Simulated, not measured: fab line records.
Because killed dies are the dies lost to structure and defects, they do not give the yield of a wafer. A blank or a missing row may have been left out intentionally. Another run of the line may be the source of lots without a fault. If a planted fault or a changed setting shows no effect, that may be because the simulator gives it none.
8D (eight disciplines) problem report, filled in by code    flow berkeley_cmos170    the parts of the form that need people (team, actions taken, sign-off) are left out

== 1. PROBLEM STATEMENT ==
At UCB170_PSD_CD_MEAS_06, cd_nm averages 1208.2 nm over 6 wafers from 2 lots, while fault-free wafers read 1199.7 nm, standard deviation 1.2. Measured from the usual mean, that is +7.1 standard deviations.
The step: target cd 1200 nm.
Seen first at day 9 05:14 on cd_sem-01, wafer L430.2. At this step, 42 wafers from 14 lots have a number in the record. Rule for "out" (also "out of limits"): further than 4 standard deviations from the usual mean. Any other wafer with a number is counted as sound.

== 2. WHAT IT IS AND WHAT IT IS NOT ==
question                     is                      is not
which readings at this step  cd_nm                   -
which lots                   L430, L435              L425, L426, L427, L428, L429, L432, L433, L436, L443, L445, L446, L448
which wafers of those lots   all that have a number  -
read on which gauges         cd_sem-01, cd_sem-02    -
when                         from day 9 05:14        up to then (18 sound wafers); but 18 sound wafers of L433, L436, L443, L445, L446, L448 came after

== 3. THE SUSPECTS, EACH WITH WHAT RULES IT OUT ==
Counting: a tool at a process step up to the reading stays a suspect if it ran every lot that is out and no sound lot after the first of them.
- ruled out: the gauge at UCB170_PSD_CD_MEAS_06. 2 gauges (cd_sem-01, cd_sem-02) read the wafers that are out.
- plasma_asher-03 at UCB170_GATE_STRIP_16 (strips in O2): kept. It ran every lot that is out, first L430 (day 8 16:42), and no sound lot after that; its last sound lot up to then is L429 (day 8 16:28).
- litho_track-02 at UCB170_PSD_PEB_04: ruled out as a lasting fault. The sound lots L448 went through it after L430, its earliest lot that is out (day 9 04:56).
The count leaves plasma_asher-03 at UCB170_GATE_STRIP_16.

== 4. THE CAUSE (what the simulator had put in) ==
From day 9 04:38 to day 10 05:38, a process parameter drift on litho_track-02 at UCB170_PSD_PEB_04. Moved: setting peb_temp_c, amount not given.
It was ruled out by counting, in error; the rule expects a fault to strike all lots run on its tool from its start on, and this fault did not.

== 5. SEQUENCE OF EFFECTS, ordered by route ==
Each row: a reading whose mean over the struck wafers that have a number lies more than 3 standard deviations from the usual. Scope: only readings with a usual standard deviation given in the record; hours: median across lots of the time from each lot's start at the first step in this table that gives one to its start at this step; sigmas: change in usual standard deviations.
hours  step                   reading               usual      on struck wafers  change  sigmas
0      UCB170_PSD_PEB_04      heater_power_total_W  56.81 W    57.59             +0.78   +19
0      UCB170_PSD_PEB_04      plate_temp_C          130.00 C   131.32            +1.32   +9.5
0      UCB170_PSD_CD_MEAS_06  cd_nm                 1199.7 nm  1208.2            +8.5    +7.1
It contains these process steps:
- UCB170_PSD_PEB_04

== 6. HOW IT WOULD HAVE BEEN CAUGHT EARLIER ==
In this record the first reading out of limits at a measuring or inspecting step was taken at day 9 05:14, 1 hour after the fault began at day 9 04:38.
Tool's own readings at UCB170_PSD_PEB_04, heater_power_total_W, plate_temp_C: out on all struck wafers the step has rows for; an alarm limit on them would have tripped on the first.
